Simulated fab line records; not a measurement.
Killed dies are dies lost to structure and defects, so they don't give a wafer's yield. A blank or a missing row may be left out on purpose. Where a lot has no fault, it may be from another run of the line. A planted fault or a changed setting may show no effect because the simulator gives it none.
A lot that was struck, set against a sound lot || flow berkeley_cmos170 || 16 out of 331 route steps
Sound: the wafers L819.1, L819.2, L819.5. The struck wafers were L818.1, L818.3, L818.5. Last of all comes the cause.
Order at every step that has rows: each side's tool, ch and its chambers, its first start. Under that, the readings that differ: sound wafers || struck wafers || difference of the means || sigmas: that difference in standard deviations of wafers without a fault.
alike: readings with means less than 2 such deviations apart, plus words and numbers identical on both sides. not compared: withheld readings, readings lacking a value on some wafer, bounds such as >300 that could conceal the same value, and numbers that have no deviation in the record and whose values overlap.
Wherever a step has rows on one side only, a row that says differs or no value, or a row with sigmas, the two part there. Numbers that have no deviation but don't overlap get no sigmas and don't part them. Lack of a reading on every wafer of one side parts them only where that side has two or more wafers.

UCB170_ACTIVE_THK_MEAS_03:
  sound on film_metro-02, day 8 07:25; struck on film_metro-02, day 8 02:26
  alike: ACTIVE_OXIDE_THK
then, 2 steps without rows for these wafers: UCB170_ACTIVE_ANNEAL_04 (time 900 s); UCB170_ACTIVE_CVD_05 (deposits Si3N4 from SiH2Cl2/NH3, target thk 220 nm, time 3300 s).
UCB170_ACTIVE_THK_MEAS_06:
  sound on film_metro-04, day 8 14:25; struck on film_metro-03, day 8 10:35
{"reading": "ACTIVE_NITRIDE_THK (nm)", "sound": "223.4 223.7 222.1", "struck": "218.6 218.2 219.5", "difference": -4.3, "sigmas": -2}
then, 2 steps without rows for these wafers: UCB170_ACTIVE_HMDS_07 (prime time 60 s); UCB170_ACTIVE_COAT_08 (resist thk 900 nm).
UCB170_ACTIVE_SOFTBAKE_09: time 60.94 s.
  sound on litho_track-04 ch 0, day 8 15:17; struck on litho_track-04 ch 0, day 8 11:16
  alike: plate_sensor_t_centre_C, plate_sensor_t_edge_C, softbake_temp_c
then, 3 steps without rows for these wafers: UCB170_ACTIVE_EXPOSE_10 (exposes mask ACTIVE, target cd 1200 nm); UCB170_ACTIVE_PEB_11; UCB170_ACTIVE_DEVELOP_12 (develop time 45 s).
UCB170_ACTIVE_CD_MEAS_13 targets a cd of 1200 nm.
  sound on cd_sem-02, day 8 16:08; struck on cd_sem-02, day 8 11:56
  alike: cd_nm
UCB170_ACTIVE_OVL_MEAS_14:
  sound on overlay-02, day 8 16:15; struck on overlay-01, day 8 12:03
  alike: ACTIVE_OVL
UCB170_ACTIVE_ETCH_15: etches Si3N4 in CH3F/Ar/O2, stops on SiO2, target depth 242 nm, time 151 s.
  sound on rie_diel-04 ch 0,1,3, day 8 16:17; struck on rie_diel-04 ch 0,1,3, day 8 12:05
  no value came back on the struck wafers for any of 8 readings (CH3F_flow_sccm (sccm), O2_flow_sccm (sccm) and others); on the sound wafers CH3F_flow_sccm (sccm) reads 20.00 19.96 19.98
{"reading": "model.KrF_of_ACTIVE_COAT_08.thk_nm (nm)", "sound": "725.3 721.1 722.7", "struck": "881.7 881.2 884.6", "difference": "+159.5", "sigmas": ""}
{"reading": "model.SiO2_of_ACTIVE_OXIDATION_02.thk_nm (nm)", "sound": "22.03 21.85 22.08", "struck": "25.56 25.36 25.6", "difference": "+3.52", "sigmas": ""}
  not compared: rf_hours_counter_h
UCB170_ACTIVE_STRIP_16: strips in O2.
  sound on plasma_asher-03 ch 0,1, day 8 16:23; struck on plasma_asher-01 ch 0,1, day 8 12:11
{"reading": "drypump_motor_current_A (A)", "sound": "6.3 5.2 6.3", "struck": "4.8 4.8 5.5", "difference": -0.9, "sigmas": -2}
{"reading": "oes_product_au (a.u.)", "sound": "0.715 0.723 0.714", "struck": "0.729 0.737 0.723", "difference": "+0.012", "sigmas": "+3"}
{"reading": "strip_time_to_endpoint_s (s)", "sound": "18.11 18.01 18.05", "struck": "21.54 21.52 21.61", "difference": "+3.50", "sigmas": "+49"}
  alike: chamber_pressure_mTorr
  not compared: rf_hours_counter_h
UCB170_ACTIVE_CD_MEAS_90 targets a cd of 1200 nm.
  sound on cd_sem-02, day 8 16:29; struck on cd_sem-01, day 8 12:19
{"reading": "cd_nm (nm)", "sound": "1201.0 1200.9 1200.9", "struck": "- - -", "difference": "no value on the struck wafers", "sigmas": ""}
then, 1 step without rows for these wafers: UCB170_ACTIVE_CLEAN_17 (cleans in SPM, time 600 s).

== WHERE THEY PART ==
Earliest at UCB170_ACTIVE_THK_MEAS_06; latest, in this record, at UCB170_ACTIVE_CD_MEAS_90.

WHY: what had been put in by the simulator
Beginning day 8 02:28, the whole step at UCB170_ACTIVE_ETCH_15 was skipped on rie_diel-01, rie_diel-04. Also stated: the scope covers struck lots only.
